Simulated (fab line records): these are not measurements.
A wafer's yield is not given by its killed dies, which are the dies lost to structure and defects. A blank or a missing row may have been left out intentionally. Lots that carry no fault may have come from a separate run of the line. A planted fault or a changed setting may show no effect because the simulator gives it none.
Problem report, 8D (eight disciplines) form, completed by code ; flow rit_cmos ; the parts of the form that need people (team, actions taken, sign-off) are left out

## 1. PROBLEM STATEMENT
RIT_PSD_STRIP_09, run_length_s: mean 117.1 s on 3 wafers (1 lot); fault-free wafers 208.5 s, standard deviation 0.64. That is -99 or more standard deviations from the usual mean.
The step: strips in O2, time 180 s.
First seen on wafer L169.1, day 6 00:56, on plasma_asher-01. Wafers with a number at this step in the record: 39, from 13 lots. Rule for "out", or "out of limits": more than 4 standard deviations from the usual mean. The other wafers with a number count as sound.

## 2. WHAT IT IS, WHAT IT ISN'T
question;is;is not
which readings at this step;run_length_s;chamber_pressure_mTorr, drypump_motor_current_A, rf_refl_power_W
which lots;L169;L156, L157, L158, L160, L161, L163, L165, L166, L167, L170, L177, L179
which wafers of those lots;all that have a number;-
read on which tools;plasma_asher-01;plasma_asher-02, plasma_asher-03
when;from day 6 00:56;"up to then (27 sound wafers); but 9 sound wafers of L170, L177, L179 came after"

## 3. THE SUSPECTS, EACH WITH WHAT RULES IT OUT
Counting: a tool at a process step up to the reading stays a suspect if it ran every lot that is out and no sound lot after the first of them.
- plasma_asher-01 at RIT_PSD_STRIP_09 (strips in O2, time 180 s): kept. It ran the lot that is out, L169 (day 6 00:56), and no sound lot after that; its last sound lot up to then is L166 (day 5 08:48). On those wafers its own readings are out: run_length_s.
Remaining after the count: plasma_asher-01 at RIT_PSD_STRIP_09.

## 4. THE CAUSE (what the simulator had put in)
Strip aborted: plasma_asher-01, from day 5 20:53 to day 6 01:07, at RIT_PSD_STRIP_09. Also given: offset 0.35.
After counting, this tool was the only one left.

## 5. THE EFFECT CHAIN, in route order
Rows list readings where the struck wafers' mean (over those with a number) sits beyond 3 standard deviations from the usual. Scope: only readings with a usual standard deviation given in the record; hours: median across lots of the time from each lot's start at the first step in this table that gives one to its start at this step; sigmas: change in usual standard deviations.
hours;step;reading;usual;on struck wafers;change;sigmas
0;RIT_PSD_STRIP_09;run_length_s;208.5 s;117.1;-91.4;-99 or more
8;RIT_M1_PROBE_99;killed_at_front_end;7.0;263.7;+256.7;+89
8;RIT_M1_PROBE_99;killed_dies;7.0;264.0;+257.0;+89
8;RIT_M1_PROBE_99;killed_on_rim;1.8;70.0;+68.2;+49
It contains these process steps:
- RIT_PSD_STRIP_09: strips in O2, time 180 s.
- RIT_M1_PROBE_99

## 6. WHAT WOULD HAVE CAUGHT IT SOONER
In this record no reading fell out of limits until day 6 00:56, 4 hours after the fault had begun at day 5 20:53.
